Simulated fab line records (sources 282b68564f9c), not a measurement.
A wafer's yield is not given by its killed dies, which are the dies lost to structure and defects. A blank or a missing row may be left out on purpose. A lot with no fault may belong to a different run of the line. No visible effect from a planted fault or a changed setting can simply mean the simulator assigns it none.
Which tool did it?    flow ritCmos    15 lots, 45 wafers sampled, at 1 step of a route of 202

== WHAT EACH GAUGE READ, for each wafer ==
The record lacks any reading of a measuring or inspecting step that a usual standard deviation could be used to judge.

== WHICH TOOL RAN EACH LOT (tool, then ch and the chambers of the sampled wafers, then the start) ==
lot   RIT_ACTIVE_DEVELOP_10
L299  lithoTrack-04 ch 0, day 1 14:00
L300  lithoTrack-03 ch 0, day 1 19:00
L301  lithoTrack-01 ch 0, day 2 01:00
L303  lithoTrack-03 ch 0, day 2 12:00
L305  lithoTrack-03 ch 0, day 2 22:00
L307  lithoTrack-03 ch 0, day 3 08:00
L309  lithoTrack-01, day 3 17:00
L310  lithoTrack-04, day 3 22:00
L311  lithoTrack-03, day 4 06:00
L313  lithoTrack-03 ch 0, day 4 13:00
L316  lithoTrack-01 ch 0, day 5 03:00
L317  lithoTrack-01 ch 0, day 5 09:00
L319  lithoTrack-03 ch 0, day 5 19:00
L320  lithoTrack-01 ch 0, day 5 23:00
L321  lithoTrack-01 ch 0, day 6 05:00
- RIT_ACTIVE_DEVELOP_10: develop time 50 s.

== WHAT THE TOOLS THEMSELVES READ (means of the sampled wafers that have a number; where no wafer has one, the mark that the record gives instead) ==
RIT_ACTIVE_DEVELOP_10. Usual: chillPlateTempC 23.03 C, standard deviation 0.11.
lot   tool           chillPlateTempC (C)  flag
L299  lithoTrack-04  22.97                
L300  lithoTrack-03  22.98                
L301  lithoTrack-01  23.14                
L303  lithoTrack-03  23.01                
L305  lithoTrack-03  23.04                
L307  lithoTrack-03  23.03                
L309  lithoTrack-01  -                    OFF
L310  lithoTrack-04  -                    OFF
L311  lithoTrack-03  -                    OFF
L313  lithoTrack-03  22.99                
L316  lithoTrack-01  23.03                
L317  lithoTrack-01  23.04                
L319  lithoTrack-03  22.98                
L320  lithoTrack-01  22.94                
L321  lithoTrack-01  23.03                

== THE ANSWER, worked out from the rows above alone ==
Rule: lot off if the mean of its wafers having a number is beyond 3 standard deviations from the usual mean. Also off: a lot with no number at a reading for which 4 or more lots have one. The other lots that the step has rows for count as sound. After the gauges, taken in route order, come the tools' own readings; for these a lot's mean is taken, as printed above. At the first step where some lot is off, the reading lying furthest off is the one used; lots without a number count as furthest.
Off at RIT_ACTIVE_DEVELOP_10 (chillPlateTempC): L309, L310, L311. Without a number there: L309, L310, L311.
If a tool, at that step or one of the process steps before it, ran each lot that is off and ran no sound lot following the first of them, it fits. No candidate that was tried fits.

== WHAT HAD BEEN PUT IN BY THE SIMULATOR ==
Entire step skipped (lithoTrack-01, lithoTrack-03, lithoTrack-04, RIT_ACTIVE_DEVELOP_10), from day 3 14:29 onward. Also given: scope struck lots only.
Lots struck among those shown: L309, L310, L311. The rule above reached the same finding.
